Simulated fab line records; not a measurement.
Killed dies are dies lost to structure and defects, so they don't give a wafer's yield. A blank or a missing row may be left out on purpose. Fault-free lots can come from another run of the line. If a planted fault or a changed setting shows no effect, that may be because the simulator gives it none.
Struck lot and sound lot, side by side ; flow ritCmos ; 44 steps out of a route of 202
Sound: the wafers L159.2, L159.4, L159.5. Wafers struck: L174.4, L174.5, L174.6. The cause is given at the end.
Each step with rows lists, per side, the tool, then ch with its chambers, then its first start. Under that, the readings that differ: sound wafers ; struck wafers ; difference of the means ; sigmas: that difference in standard deviations of wafers without a fault.
alike: words and numbers the same on both sides, and readings whose means are apart by under 2 such deviations; not compared: readings that were withheld, readings missing a value for some wafer, numbers with overlapping values and no deviation given by the record, and bounds like >300 which may hide the same value.
A row with sigmas, a row that says differs or no value, or rows on one side alone: a step with any of these is where the two part. Numbers that have no deviation but don't overlap get no sigmas and don't part them. A reading missing from all wafers of one side parts the sides only when that side holds two or more wafers.

first, 4 steps without rows for these wafers: RIT_PLDD_SOFTBAKE_02 (time 60 s); RIT_PLDD_EXPOSE_03 (exposes mask M8, target cd 40900 nm); RIT_PLDD_PEB_04; RIT_PLDD_DEVELOP_05 (develop time 50 s).
RIT_PLDD_OVL_MEAS_06:
  sound on overlay-02, day 3 07:05; struck on overlay-01, day 6 08:35
reading;sound;struck;difference;sigmas
PLDD_OVL (nm);0.6 0.3 1.9;-1.6 -3.1 -2.7;-3.4;-2
then, 2 steps without rows for these wafers: RIT_PLDD_HARDBAKE_07 (time 60 s); RIT_PLDD_IMPLANT_08.
RIT_PLDD_STRIP_09: strips in O2, time 180 s.
  sound on plasmaAsher-04 ch 0,1, day 3 07:25; struck on plasmaAsher-04 ch 0,1, day 6 08:57
  alike: drypumpMotorCurrentA
  not compared: rfHoursCounterH
RIT_PLDD_TW_MEAS_10:
  sound on filmMetro-01, day 3 07:36; struck on filmMetro-04, day 6 09:06
  alike: PLDD_TW
then, 3 steps without rows for these wafers: RIT_SPACER_CLEAN_00 (cleans in SC1, time 600 s); RIT_SPACER_CLEAN_01 (cleans in dHF, time 28.75 s); RIT_SPACER_CLEAN_02 (cleans in SC2, time 600 s).
RIT_SPACER_CVD_03: deposits Si3N4 from SiH2Cl2/NH3, target thk 250 nm, time 3300 s.
  sound on lpcvd-02 ch 0, day 3 08:03; struck on lpcvd-01 ch 1, day 6 09:30
reading;sound;struck;difference;sigmas
sih2cl2FlowSccm (sccm);60.20 60.01 60.06;72.22 71.84 72.15;+11.98;+80
zonePowerSourcePct (%);19.3 19.4 19.4;21.2 21.3 21.4;+1.9;+3
model.Si3N4_of_SPACER_CVD_03.thkNm (nm);250.5 248.5 248.4;265.9 262.6 265.1;+15.4;
RIT_SPACER_THK_MEAS_04:
  sound on filmMetro-03, day 3 09:58; struck on filmMetro-03, day 6 11:26
reading;sound;struck;difference;sigmas
SPACER_NITRIDE_THK (nm);250.6 248.7 248.4;266.0 262.5 265.0;+15.3;+7
RIT_SPACER_ETCHBACK_05: etches Si3N4 in SF6/CHF3, stops on SiO2, target depth 250 nm, time 240 s.
  sound on rieDiel-04 ch 0,2, day 3 10:01; struck on rieDiel-04 ch 2,3, day 6 11:28
reading;sound;struck;difference;sigmas
oesProductAu (a.u.);0.833 0.820 0.822;0.886 0.855 0.885;+0.050;+4
model.etch.depthNm (nm);250.5 248.5 248.4;265.9 262.6 265.1;+15.4;
  alike: drypumpMotorCurrentA, rfFwdPowerW, throttleValvePct
  not compared: rfHoursCounterH
then, 6 steps without rows for these wafers: RIT_NSD_HMDS_00 (prime time 60 s); RIT_NSD_COAT_01 (resist thk 1000 nm); RIT_NSD_SOFTBAKE_02 (time 60 s); RIT_NSD_EXPOSE_03 (exposes mask M9, target cd 40700 nm); RIT_NSD_PEB_04; RIT_NSD_DEVELOP_05 (develop time 50 s).
RIT_NSD_OVL_MEAS_06:
  sound on overlay-02, day 3 11:09; struck on overlay-02, day 6 12:46
  alike: NSD_OVL
then, 2 steps without rows for these wafers: RIT_NSD_HARDBAKE_07 (time 60 s); RIT_NSD_IMPLANT_08.
RIT_NSD_STRIP_09: strips in O2, time 180 s.
  sound on plasmaAsher-04 ch 0,1, day 3 11:29; struck on plasmaAsher-03 ch 0,1, day 6 13:08
  alike: drypumpMotorCurrentA
  not compared: rfHoursCounterH
RIT_NSD_TW_MEAS_10:
  sound on filmMetro-04, day 3 11:40; struck on filmMetro-01, day 6 13:17
reading;sound;struck;difference;sigmas
NSD_TW;3164 3173 3176;3101 3106 3091;-72;-2
then, 6 steps without rows for these wafers: RIT_PSD_HMDS_00 (prime time 60 s); RIT_PSD_COAT_01 (resist thk 994.2 nm); RIT_PSD_SOFTBAKE_02 (time 60 s); RIT_PSD_EXPOSE_03 (exposes mask M10, target cd 40900 nm); RIT_PSD_PEB_04; RIT_PSD_DEVELOP_05 (develop time 50 s).
RIT_PSD_OVL_MEAS_06:
  sound on overlay-02, day 3 12:36; struck on overlay-01, day 6 14:11
  alike: PSD_OVL
then, 2 steps without rows for these wafers: RIT_PSD_HARDBAKE_07 (time 60 s); RIT_PSD_IMPLANT_08.
RIT_PSD_STRIP_09: strips in O2, time 180 s.
  sound on plasmaAsher-01 ch 1, day 3 12:56; struck on plasmaAsher-04 ch 0,1, day 6 14:33
  alike: drypumpMotorCurrentA
  not compared: rfHoursCounterH
RIT_PSD_TW_MEAS_10:
  sound on filmMetro-04, day 3 13:07; struck on filmMetro-02, day 6 14:42
  alike: PSD_TW
then, 3 steps without rows for these wafers: RIT_SDANNEAL_CLEAN_00 (cleans in SC1, time 600 s); RIT_SDANNEAL_CLEAN_01 (cleans in dHF, time 30 s); RIT_SDANNEAL_CLEAN_02 (cleans in SC2, time 600 s).
RIT_SDANNEAL_RTA_03: time 5 s.
  sound on rtpAnneal-02 ch 0, day 3 13:32; struck on rtpAnneal-01 ch 0, day 6 15:10
  alike: wafer_temp_C_max
RIT_SDANNEAL_RS_MEAS_04: a four-point-probe measurement.
  sound on filmMetro-04, day 3 13:37; struck on filmMetro-01, day 6 15:15
  alike: PSD_RS
RIT_SILICIDE_WET_ETCH_00: etches SiO2 in BOE, target depth 14 nm, time 15 s.
  sound on wetBench-03 ch 1, day 3 14:04; struck on wetBench-01 ch 0, day 6 15:40
reading;sound;struck;difference;sigmas
model.Si3N4_of_SPACER_CVD_03.thkNm (nm);196 193.7 194.4;208.2 205.2 208.2;+12.5;
  alike: tempC
RIT_M1_PROBE_99:
  sound on prober-02, day 3 21:16; struck on prober-01, day 6 22:46
reading;sound;struck;difference;sigmas
model.etest.pwellPinched.rsOhmSq;450.4 463.2 449.8;442.4 445.4 444.9;-10.2;
model.etest.nwellPinched.rsOhmSq;325.9 328.6 328.3;320.5 322.8 318.5;-7.0;
model.etest.nmos_0p15.toxInvNm (nm);4.569 4.504 4.589;4.641 4.679 4.72;+0.126;
model.etest.diodeNplusComb.cjFfUm2;2.608 2.648 2.628;2.523 2.556 2.501;-0.101;
model.etest.diodeNplusPwell.cjFfUm2;2.065 2.075 2.063;2.017 2.058 2.02;-0.036;
  alike: killedAtContacts, killedAtFrontEnd, killedDies, killedOnRim, killedOpen, killedShort
  not compared: model.etest.diodeNplusPwell.bvV

WHERE THEY PART
Last at RIT_NSD_TW_MEAS_10 as far as this record goes, first at RIT_PLDD_OVL_MEAS_06. Later steps at which nothing parts them and some readings are alike: RIT_PSD_OVL_MEAS_06, RIT_PSD_STRIP_09, RIT_PSD_TW_MEAS_10, RIT_SDANNEAL_RTA_03, RIT_SDANNEAL_RS_MEAS_04, RIT_SILICIDE_WET_ETCH_00, RIT_M1_PROBE_99.

WHY: what had been put in by the simulator
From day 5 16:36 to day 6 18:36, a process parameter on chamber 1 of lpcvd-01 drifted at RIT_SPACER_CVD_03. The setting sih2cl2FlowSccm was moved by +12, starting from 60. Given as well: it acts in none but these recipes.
